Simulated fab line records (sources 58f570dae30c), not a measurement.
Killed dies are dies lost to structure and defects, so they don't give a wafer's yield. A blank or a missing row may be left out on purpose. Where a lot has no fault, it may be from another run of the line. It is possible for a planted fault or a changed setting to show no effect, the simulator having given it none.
Struck lot and sound lot, side by side :: flow berkeley cmos170 :: 26 steps out of a route of 331
Sound: the wafers L590.3, L590.4, L590.6. Wafers struck: L603.1, L603.3, L603.6. At the end, the cause is stated.
Per side, at each step with rows, come the tool, then ch with its chambers, and then its first start. Under that, the readings that differ: sound wafers :: struck wafers :: difference of the means :: sigmas: that difference in standard deviations of wafers without a fault.
alike: a reading whose means differ by less than 2 such deviations, as well as words and numbers matching on both sides. not compared: withheld readings; readings where some wafer has no value; bounds like >300 that might hide an equal value; numbers whose values overlap and for which the record gives no deviation.
The two part at a step that has a row with sigmas, a row that says differs or no value, or rows on one side only. When numbers do not overlap yet have no deviation, they are printed without sigmas and do not part them. A reading missing from all wafers of one side parts the sides only when that side holds two or more wafers.

first, 3 steps without rows for these wafers: UCB170_PVT_EXPOSE_03 (exposes mask NWELL, target cd 3000 nm); UCB170_PVT_PEB_04; UCB170_PVT_DEVELOP_05 (develop time 45 s).
UCB170_PVT_OVL_MEAS_06:
  sound on overlay-01, day 5 13:40; struck on overlay-01, day 8 23:47
  alike: PVT_OVL
after that, 1 step had no rows for these wafers: UCB170_PVT_IMPLANT_07.
UCB170_PVT_STRIP_08: strips in O2.
  sound on plasma asher-02 ch 0,1, day 5 13:52; struck on plasma asher-01 ch 0, day 8 23:59
reading: strip time to endpoint s (s)
sound: 21.56 21.54 21.57
struck: 21.72 21.73 21.65
difference: +0.14
sigmas: +2
  alike: drypump motor current A, oes product au
  not compared: rf hours counter h
UCB170_PVT_TW_MEAS_09:
  sound on film metro-03, day 5 13:58; struck on film metro-01, day 9 00:05
  alike: PVT_TW
then, 1 step without rows for these wafers: UCB170_GATE_WET_ETCH_00 (etches SiO2 in dHF, time 200 s).
UCB170_FIELD_THK_MEAS_91:
  sound on film metro-04, day 5 14:09; struck on film metro-04, day 9 00:56
  alike: FIELD_OXIDE_LEFT_2_THK
then, 1 step without rows for these wafers: UCB170_GATE_OXIDATION_01 (target thk 6.6 nm, ox time 1800 s).
UCB170_GATE_THK_MEAS_02:
  sound on film metro-03, day 5 18:01; struck on film metro-03, day 9 04:26
reading: GATE_OXIDE_THK (nm)
sound: 6.79 6.80 6.91
struck: 6.30 6.44 6.28
difference: -0.49
sigmas: -3
then, 1 step without rows for these wafers: UCB170_GATE_ANNEAL_03 (time 1800 s).
UCB170_GATE_CVD_04: deposits poly-Si from SiH4, time 1440 s, target thk 214 nm.
  sound on lpcvd-01 ch 0, day 5 19:43; struck on lpcvd-01 ch 0, day 9 09:43
reading: model.poly-Si_of_GATE_CVD_04.thk nm (nm)
sound: 214 214.8 211.9
struck: 355.9 354.9 354
difference: +141.4
sigmas: 
UCB170_GATE_THK_MEAS_05:
  sound on film metro-02, day 5 21:08; struck on film metro-02, day 9 11:07
reading: GATE_POLY_THK (nm)
sound: 214.1 214.8 211.9
struck: 356.2 355.0 353.8
difference: +141.4
sigmas: +61
then, 6 steps without rows for these wafers: UCB170_GATE_COAT_06; UCB170_GATE_COAT_07 (resist thk 900 nm); UCB170_GATE_SOFTBAKE_08 (time 60 s); UCB170_GATE_EXPOSE_09 (exposes mask POLY, target cd 350 nm); UCB170_GATE_PEB_10; UCB170_GATE_DEVELOP_11 (develop time 45 s).
UCB170_GATE_CD_MEAS_12: the cd target is 350 nm.
  sound on cd sem-01, day 5 23:22; struck on cd sem-01, day 9 12:25
  alike: cd nm
UCB170_GATE_OVL_MEAS_13:
  sound on overlay-01, day 5 23:28; struck on overlay-02, day 9 12:32
  alike: GATE_OVL
UCB170_GATE_ETCH_14: etches BARC in N2/H2.
  sound on rie diel-01 ch 0,1,3, day 5 23:29; struck on rie diel-03 ch 1,2,3, day 9 12:34
reading: n2 flow sccm (sccm)
sound: 100.5 100.7 100.4
struck: 99.7 99.6 100.1
difference: -0.7
sigmas: -2
  alike: bias w, drypump motor current A, oes product au, throttle valve pct
UCB170_GATE_ETCH_15: etches poly-Si in HBr/Cl2, stops on SiO2, time 56.3 s, target depth 278.2 nm.
  sound on rie si-01 ch 1,3, day 5 23:32; struck on rie si-01 ch 0,1, day 9 12:36
reading: oes product au (a.u.)
sound: 0.831 0.831 0.823
struck: 1.002 0.973 0.985
difference: +0.158
sigmas: +16

reading: model.etch.depth nm (nm)
sound: 214 214.8 211.9
struck: 277.2 272 274.3
difference: +60.9
sigmas: 

reading: model.GATE.feature depth nm (nm)
sound: 214 214.8 211.9
struck: 277.2 272 274.3
difference: +60.9
sigmas: 
  alike: bias w, drypump motor current A, he backside leak sccm, mfc cl2 sccm, throttle valve pct
  not compared: rf hours counter h
UCB170_GATE_STRIP_16: strips in O2.
  sound on plasma asher-01 ch 0,1, day 5 23:37; struck on plasma asher-03 ch 1, day 9 12:39
reading: model.poly-Si_of_GATE_CVD_04.thk nm (nm)
sound: 213.6 214.5 211.5
struck: 355.6 354.6 353.6
difference: +141.4
sigmas: 
  alike: drypump motor current A, oes product au
  not compared: rf hours counter h
UCB170_GATE_CD_MEAS_90: the cd target is 350 nm.
  sound on cd sem-02, day 5 23:47; struck on cd sem-01, day 9 12:46
  alike: cd nm

## WHERE THEY PART
At UCB170_PVT_STRIP_08 first; at UCB170_GATE_ETCH_15 last (within this record only). Later steps at which nothing parts them and some readings are alike: UCB170_GATE_STRIP_16, UCB170_GATE_CD_MEAS_90.

WHY: the cause the simulator had injected
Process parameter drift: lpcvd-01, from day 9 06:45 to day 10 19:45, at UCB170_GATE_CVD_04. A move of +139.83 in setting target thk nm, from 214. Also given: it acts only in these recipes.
